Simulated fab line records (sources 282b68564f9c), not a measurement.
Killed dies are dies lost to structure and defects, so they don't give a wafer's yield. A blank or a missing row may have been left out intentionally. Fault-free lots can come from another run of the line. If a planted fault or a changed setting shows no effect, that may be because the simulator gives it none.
Split-lot trial :: flow rit_cmos :: 5 lots, 23 wafers read, on a route of 202 steps

== ON THE SPLIT ==
At RIT_NSD_COAT_01 (resist thk 1000 nm), the setting spin_rpm was moved away from the recipe's 3250 rpm on 7 of the 23 wafers read, by -2.2% to +5.0%. This setting was run at the recipe's value on the other wafers.

== FROM THE SPLIT TO THE READING: what the file shows between them, 3 steps ==
- RIT_NSD_SOFTBAKE_02: time 60 s
- RIT_NSD_EXPOSE_03: exposes mask M9, target cd 40700 nm
- RIT_NSD_DEVELOP_05: develop time 50 s

== THE READING ==
NOVOLAK_of_NSD_COAT_01.thk_nm (the simulator's own value, which no gauge read), in nm, at RIT_NSD_HARDBAKE_07 (time 60 s). The file does not state a usual value for it. The 16 wafers here that ran the recipe average 883.1 nm, standard deviation 2.1 nm.

wafer: L074.1
tool, chamber at the split: litho_track-03, 0
spin_rpm as run, rpm: 3250
against the recipe: recipe
NOVOLAK_of_NSD_COAT_01.thk_nm, nm: 882.7
against lot-mates on the recipe: -

wafer: L074.3
tool, chamber at the split: litho_track-03, 0
spin_rpm as run, rpm: 3250
against the recipe: recipe
NOVOLAK_of_NSD_COAT_01.thk_nm, nm: 883.2
against lot-mates on the recipe: -

wafer: L074.4
tool, chamber at the split: litho_track-03, 0
spin_rpm as run, rpm: 3178
against the recipe: -2.2%
NOVOLAK_of_NSD_COAT_01.thk_nm, nm: 890.7
against lot-mates on the recipe: +6.8

wafer: L074.5
tool, chamber at the split: litho_track-03, 0
spin_rpm as run, rpm: 3178
against the recipe: -2.2%
NOVOLAK_of_NSD_COAT_01.thk_nm, nm: 894.2
against lot-mates on the recipe: +10.3

wafer: L074.6
tool, chamber at the split: litho_track-03, 0
spin_rpm as run, rpm: 3250
against the recipe: recipe
NOVOLAK_of_NSD_COAT_01.thk_nm, nm: 885.7
against lot-mates on the recipe: -

wafer: L075.1
tool, chamber at the split: litho_track-01, 0
spin_rpm as run, rpm: 3250
against the recipe: recipe
NOVOLAK_of_NSD_COAT_01.thk_nm, nm: 884.5
against lot-mates on the recipe: -

wafer: L075.2
tool, chamber at the split: litho_track-01, 0
spin_rpm as run, rpm: 3408
against the recipe: +4.9%
NOVOLAK_of_NSD_COAT_01.thk_nm, nm: 863.1
against lot-mates on the recipe: -20.7

wafer: L075.3
tool, chamber at the split: litho_track-01, 0
spin_rpm as run, rpm: 3250
against the recipe: recipe
NOVOLAK_of_NSD_COAT_01.thk_nm, nm: 883.1
against lot-mates on the recipe: -

wafer: L075.4
tool, chamber at the split: litho_track-01, 0
spin_rpm as run, rpm: 3408
against the recipe: +4.9%
NOVOLAK_of_NSD_COAT_01.thk_nm, nm: 863.8
against lot-mates on the recipe: -20.0

wafer: L075.6
tool, chamber at the split: litho_track-01, 0
spin_rpm as run, rpm: 3408
against the recipe: +4.9%
NOVOLAK_of_NSD_COAT_01.thk_nm, nm: 861.9
against lot-mates on the recipe: -21.9

wafer: L078.2
tool, chamber at the split: litho_track-01, 0
spin_rpm as run, rpm: 3411
against the recipe: +5.0%
NOVOLAK_of_NSD_COAT_01.thk_nm, nm: 861.3
against lot-mates on the recipe: -21.1

wafer: L078.3
tool, chamber at the split: litho_track-01, 0
spin_rpm as run, rpm: 3250
against the recipe: recipe
NOVOLAK_of_NSD_COAT_01.thk_nm, nm: 880.8
against lot-mates on the recipe: -

wafer: L078.4
tool, chamber at the split: litho_track-01, 0
spin_rpm as run, rpm: 3411
against the recipe: +5.0%
NOVOLAK_of_NSD_COAT_01.thk_nm, nm: 861.9
against lot-mates on the recipe: -20.5

wafer: L078.5
tool, chamber at the split: litho_track-01, 0
spin_rpm as run, rpm: 3250
against the recipe: recipe
NOVOLAK_of_NSD_COAT_01.thk_nm, nm: 883.8
against lot-mates on the recipe: -

wafer: L078.6
tool, chamber at the split: litho_track-01, 0
spin_rpm as run, rpm: 3250
against the recipe: recipe
NOVOLAK_of_NSD_COAT_01.thk_nm, nm: 882.7
against lot-mates on the recipe: -

wafer: L081.1
tool, chamber at the split: litho_track-04, 0
spin_rpm as run, rpm: 3250
against the recipe: recipe
NOVOLAK_of_NSD_COAT_01.thk_nm, nm: 880.8
against lot-mates on the recipe: -

wafer: L081.3
tool, chamber at the split: litho_track-04, 0
spin_rpm as run, rpm: 3250
against the recipe: recipe
NOVOLAK_of_NSD_COAT_01.thk_nm, nm: 881
against lot-mates on the recipe: -

wafer: L081.4
tool, chamber at the split: litho_track-04, 0
spin_rpm as run, rpm: 3250
against the recipe: recipe
NOVOLAK_of_NSD_COAT_01.thk_nm, nm: 881.2
against lot-mates on the recipe: -

wafer: L081.5
tool, chamber at the split: litho_track-04, 0
spin_rpm as run, rpm: 3250
against the recipe: recipe
NOVOLAK_of_NSD_COAT_01.thk_nm, nm: 879.8
against lot-mates on the recipe: -

wafer: L081.6
tool, chamber at the split: litho_track-04, 0
spin_rpm as run, rpm: 3250
against the recipe: recipe
NOVOLAK_of_NSD_COAT_01.thk_nm, nm: 881.3
against lot-mates on the recipe: -

wafer: L084.3
tool, chamber at the split: litho_track-03, 0
spin_rpm as run, rpm: 3250
against the recipe: recipe
NOVOLAK_of_NSD_COAT_01.thk_nm, nm: 887
against lot-mates on the recipe: -

wafer: L084.4
tool, chamber at the split: litho_track-03, 0
spin_rpm as run, rpm: 3250
against the recipe: recipe
NOVOLAK_of_NSD_COAT_01.thk_nm, nm: 886.1
against lot-mates on the recipe: -

wafer: L084.6
tool, chamber at the split: litho_track-03, 0
spin_rpm as run, rpm: 3250
against the recipe: recipe
NOVOLAK_of_NSD_COAT_01.thk_nm, nm: 885.4
against lot-mates on the recipe: -

FIT RESULTS
A straight line over all 23 wafers: NOVOLAK_of_NSD_COAT_01.thk_nm changes by -4.22 nm for each +1% of spin_rpm; r = -0.98; the points scatter about the line by 2 nm.
The same after taking each lot's own level away (the mean of its wafers on the recipe; 23 wafers): -4.21 nm for each +1%; r = -0.99; scatter 1 nm.
According to that fit, moving spin_rpm by its largest amount changes the reading by 21 nm.
Measured against the standard deviation above, the lots' own levels, which go from 880.82 to 886.17 nm, span 2.5 times it.
Hence the lot-to-lot level has little effect on the slope; both slopes agree.
Check: for one of the wafers moved furthest among these (+5.0%), held out of the fit, the line's prediction against its lot-mates is -20.9 nm. Against them it came out at -21.1 nm.

== THE WHOLE CHAIN: every reading that the file lists as answering this split, in the file's order ==
step: RIT_NSD_COAT_01
what it does: resist thk 1000 nm
reading: NOVOLAK_of_NSD_COAT_01.thk_nm (the simulator's own value, which no gauge read)
change (the file's fit): -4.82 nm for each +1% of the setting
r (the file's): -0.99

step: RIT_NSD_HARDBAKE_07
what it does: time 60 s
reading: NOVOLAK_of_NSD_COAT_01.thk_nm (the simulator's own value, which no gauge read)
change (the file's fit): -4.22 nm for each +1% of the setting
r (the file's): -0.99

== FILE'S OWN FIT ==
NOVOLAK_of_NSD_COAT_01.thk_nm changes by -4.22 nm for each +1% of spin_rpm, r = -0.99.
